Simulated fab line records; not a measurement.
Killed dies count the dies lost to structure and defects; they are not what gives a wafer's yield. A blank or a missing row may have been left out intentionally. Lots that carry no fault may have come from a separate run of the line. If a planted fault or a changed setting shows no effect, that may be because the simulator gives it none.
Comparing a struck lot with a sound one :: flow rit cmos :: 15 steps out of a route of 202
Sound: wafers L468.2, L468.4, L468.5. Wafers L475.1, L475.2, L475.3 were the ones struck. Last of all comes the cause.
Each step with rows lists, per side, the tool, then ch with its chambers, then its first start. Under that, the readings that differ: sound wafers :: struck wafers :: difference of the means :: sigmas: that difference in standard deviations of wafers without a fault.
alike: readings with means less than 2 such deviations apart, plus words and numbers identical on both sides. not compared: withheld readings, readings lacking a value on some wafer, bounds such as >300 that could conceal the same value, and numbers that have no deviation in the record and whose values overlap.
Wherever a step has rows on one side only, a row that says differs or no value, or a row with sigmas, the two part there. Numbers that don't overlap but have no deviation are shown without sigmas and don't part them. A reading missing from all wafers of one side parts the sides only when that side holds two or more wafers.

RIT_GATE_STRIP_20: strips in O2, time 180 s.
  sound on plasma asher-02 ch 1, day 4 06:34; struck on plasma asher-02 ch 0,1, day 5 09:53
  alike: drypump motor current A
  not compared: rf hours counter h
RIT_GATE_CD_MEAS_90: target cd 150 nm.
  sound on cd sem-02, day 4 06:46; struck on cd sem-02, day 5 10:03
  alike: cd nm
then, 4 steps without rows for these wafers: RIT_REOX_CLEAN_00 (cleans in SC1, time 600 s); RIT_REOX_CLEAN_01 (cleans in dHF, time 30 s); RIT_REOX_CLEAN_02 (cleans in SC2, time 600 s); RIT_REOX_OXIDATION_03 (target thk 25.2 nm, ox time 5580 s).
RIT_REOX_THK_MEAS_04:
  sound on film metro-04, day 4 10:05; struck on film metro-01, day 5 14:22
  alike: REOX_OXIDE_THK
then, 5 steps without rows for these wafers: RIT_NLDD_HMDS_00 (prime time 60 s); RIT_NLDD_COAT_01 (resist thk 1000 nm); RIT_NLDD_SOFTBAKE_02 (time 60 s); RIT_NLDD_EXPOSE_03 (exposes mask M7, target cd 40700 nm); RIT_NLDD_PEB_04.
RIT_NLDD_DEVELOP_05: develop time 50 s.
  sound on litho track-01 ch 0, day 4 10:00; struck on litho track-01 ch 0, day 5 15:00
reading: developer temp C (C)
sound: 23.08 23.08 23.09
struck: 25.21 25.17 25.25
difference: +2.13
sigmas: +25
  alike: exhaust pa
RIT_NLDD_OVL_MEAS_06:
  sound on overlay-01, day 4 11:07; struck on overlay-01, day 5 15:16
  alike: NLDD_OVL
RIT_M1_PROBE_99:
  sound on prober-01, day 5 02:28; struck on prober-02, day 6 07:01
  alike: killed at contacts, killed at front end, killed dies, killed open, killed short

WHERE THEY PART
RIT_NLDD_DEVELOP_05 only, going by this record. Later steps at which nothing parts them and some readings are alike: RIT_NLDD_OVL_MEAS_06, RIT_M1_PROBE_99.

WHY: whatever the simulator had introduced
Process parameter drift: litho track-01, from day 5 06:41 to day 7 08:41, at RIT_NLDD_DEVELOP_05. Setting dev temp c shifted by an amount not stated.
